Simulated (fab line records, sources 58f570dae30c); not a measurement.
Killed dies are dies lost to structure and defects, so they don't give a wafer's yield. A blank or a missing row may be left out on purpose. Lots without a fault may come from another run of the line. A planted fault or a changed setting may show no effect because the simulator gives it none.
Which tool did it? | flow berkeley_cmos170 | 7 lots, 21 wafers sampled, at 3 steps of a route of 331

WHAT THE GAUGES READ, wafer by wafer
UCB170_M1_CD_MEAS_90: target cd 700 nm.
lot  | measured     | on        | cd_nm (nm)
L596 | day 6 23:51  | cd_sem-01 | 699.0 700.3 700.3
L597 | day 7 04:50  | cd_sem-02 | 697.2 695.0 697.5
L601 | day 7 16:41  | cd_sem-01 | 705.4 704.8 704.9
L604 | day 8 14:53  | cd_sem-02 | - - -
L607 | day 9 03:25  | cd_sem-01 | - - -
L612 | day 10 12:56 | cd_sem-02 | 699.0 699.3 701.8
L616 | day 11 08:58 | cd_sem-02 | 702.8 703.6 701.3

WHICH TOOL RAN EACH LOT (tool, then ch and the chambers of the sampled wafers, then the start)
lot  | UCB170_M1_ETCH_11                  | UCB170_M1_METAL_ETCH_12
L596 | rie_diel-04 ch 1,3, day 6 23:29    | rie_metal-01 ch 0,1, day 6 23:32
L597 | rie_diel-03 ch 0,1, day 7 04:32    | rie_metal-01 ch 0,1, day 7 04:35
L601 | rie_diel-02 ch 0,1,3, day 7 16:23  | rie_metal-03 ch 0,1, day 7 16:26
L604 | rie_diel-04 ch 0,1, day 8 14:35    | rie_metal-01 ch 0,1, day 8 14:40
L607 | rie_diel-04 ch 0,1,2, day 9 02:55  | rie_metal-03 ch 0,1, day 9 03:00
L612 | rie_diel-03 ch 0,2, day 10 12:37   | rie_metal-01 ch 0,1, day 10 12:42
L616 | rie_diel-03 ch 0,1,2, day 11 08:41 | rie_metal-03 ch 0,1, day 11 08:44
- UCB170_M1_ETCH_11: etches BARC in N2/H2.
- UCB170_M1_METAL_ETCH_12: etches Al in Cl2/BCl3, stops on PSG, target depth 780 nm, time 130 s.

THE ANSWER, worked out from the rows above alone
Rule: what is usual is taken from the lots themselves. Put in order of their means at a reading, lots are off if they are a third of the lots or fewer, leave a main group of 4 or more, and stand apart from it by a gap of 3 or more times the standard deviation of the main group's means; of several such gaps the widest counts. A main group whose means are all the same, to the digits that the tables above print for the reading, isn't used. A lot without any number at a reading at which 4 lots or more have one is off too. The other lots that the step has rows for count as sound.
Off: L604, L607, at UCB170_M1_CD_MEAS_90 (cd_nm). Without a number there: L604, L607. The main group: mean 700.8 nm, standard deviation 2.8.
A tool fits if, at a process step before that reading, it ran every lot that is off, and no sound lot after the first of them. The gauges at UCB170_M1_CD_MEAS_90 are tried like those tools. One fits: rie_diel-04 at UCB170_M1_ETCH_11. Its last sound lot is L596 (day 6 23:29), its first lot that is off L604 (day 8 14:35): a fault that began between those two fits.

WHAT THE SIMULATOR HAD PUT IN
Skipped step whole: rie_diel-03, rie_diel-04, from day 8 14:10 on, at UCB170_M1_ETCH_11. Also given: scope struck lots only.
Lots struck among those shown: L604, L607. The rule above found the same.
